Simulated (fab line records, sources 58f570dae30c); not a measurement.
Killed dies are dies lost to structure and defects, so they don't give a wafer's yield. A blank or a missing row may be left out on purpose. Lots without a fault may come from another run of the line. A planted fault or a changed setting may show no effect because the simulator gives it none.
Split-lot experiment | flow berkeley_cmos170 | 5 lots, 23 wafers read, on a route of 331 steps

THE SPLIT
At UCB170_PVT_IMPLANT_07, the setting energy_kev was moved away from the recipe's 30 on 11 of the 23 wafers read, by -5.1% to +3.3%. The other wafers ran this setting at the recipe's value.

The reading is taken at the split's own step.

THE READING
implant.drp_nm (the simulator's own value, which no gauge read), in nm, at UCB170_PVT_IMPLANT_07. The file gives no usual value for it.

wafer  | tool, chamber at the split | energy_kev as run | against the recipe | implant.drp_nm, nm | against lot-mates on the recipe
L074.1 | implanter-01, 0            | 30                | recipe             | 16.56              | -
L074.4 | implanter-01, 0            | 30                | recipe             | 16.56              | -
L074.2 | implanter-01, 0            | 28.7              | -4.3%              | 16.13              | -0.43
L074.3 | implanter-01, 0            | 28.7              | -4.3%              | 16.13              | -0.43
L074.5 | implanter-01, 0            | 28.7              | -4.3%              | 16.13              | -0.43
L076.1 | implanter-03, 0            | 28.83             | -3.9%              | 16.17              | -0.39
L076.3 | implanter-03, 0            | 28.83             | -3.9%              | 16.17              | -0.39
L076.6 | implanter-03, 0            | 28.83             | -3.9%              | 16.17              | -0.39
L076.4 | implanter-03, 0            | 30                | recipe             | 16.56              | -
L076.5 | implanter-03, 0            | 30                | recipe             | 16.56              | -
L077.1 | implanter-03, 0            | 31                | +3.3%              | 17.02              | +0.46
L077.2 | implanter-03, 0            | 31                | +3.3%              | 17.02              | +0.46
L077.3 | implanter-03, 0            | 31                | +3.3%              | 17.02              | +0.46
L077.4 | implanter-03, 0            | 30                | recipe             | 16.56              | -
L077.5 | implanter-03, 0            | 30                | recipe             | 16.56              | -
L080.1 | implanter-01, 0            | 28.48             | -5.1%              | 16.05              | -0.51
L080.6 | implanter-01, 0            | 28.48             | -5.1%              | 16.05              | -0.51
L080.2 | implanter-01, 0            | 30                | recipe             | 16.56              | -
L080.3 | implanter-01, 0            | 30                | recipe             | 16.56              | -
L080.5 | implanter-01, 0            | 30                | recipe             | 16.56              | -
L079.2 | implanter-04, 0            | 30                | recipe             | 16.56              | -
L079.4 | implanter-04, 0            | 30                | recipe             | 16.56              | -
L079.5 | implanter-04, 0            | 30                | recipe             | 16.56              | -

THE FIT
A straight line over all 23 wafers: implant.drp_nm changes by +0.11 nm for each +1% of energy_kev; r = +0.99; the points scatter about the line by 0.034 nm.
The same after taking each lot's own level away (the mean of its wafers on the recipe; 23 wafers): +0.11 nm for each +1%; r = +0.99; scatter 0.034 nm.
On that fit, the largest move of energy_kev shifts the reading by 0.56 nm.
The lots' own levels span 16.560 to 16.560 nm.
So the lot-to-lot level changes the slope little: the two slopes agree.
Check: with one of the wafers moved furthest among these (-5.1%) left out of the fit, the line predicts -0.535 nm for it against its lot-mates. It came out at -0.51 nm against them.

OTHER SPLITS ON THESE WAFERS
These wafers also went through other splits before the reading. Each is held against what the fit with the lots' levels taken away leaves over:
other split on the same wafers       | wafers away from the commonest value | r with implant.drp_nm (lot level and that fit taken away)
UCB170_NWELL_IMPLANT_14 dose_cm2     | 6                                    | +0.07
UCB170_PWELL_CVD_05 pressure_mtorr   | 10                                   | +0.29
UCB170_ACTIVE_OXIDATION_02 ox_time_s | 15                                   | +0.37
UCB170_PFIELD_COAT_01 spin_rpm       | 7                                    | -0.04
UCB170_PFIELD_DEVELOP_05 dev_temp_c  | 6                                    | +0.41
UCB170_SCREENOX_OXIDATION_01 temp_c  | 18                                   | -0.13
UCB170_NVT_COAT_01 spin_rpm          | 5                                    | +0.33

THE WHOLE CHAIN: every reading that the file lists as answering this split, in the file's order
step                  | what it does | reading                                                         | change (the file's fit)               | r (the file's)
UCB170_PVT_IMPLANT_07 |              | implant.rp_nm (the simulator's own value, which no gauge read)  | +0.271 nm for each +1% of the setting | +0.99
UCB170_PVT_IMPLANT_07 |              | implant.drp_nm (the simulator's own value, which no gauge read) | +0.107 nm for each +1% of the setting | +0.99

THE FILE'S OWN FIT
implant.drp_nm changes by +0.107 nm for each +1% of energy_kev, r = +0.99.
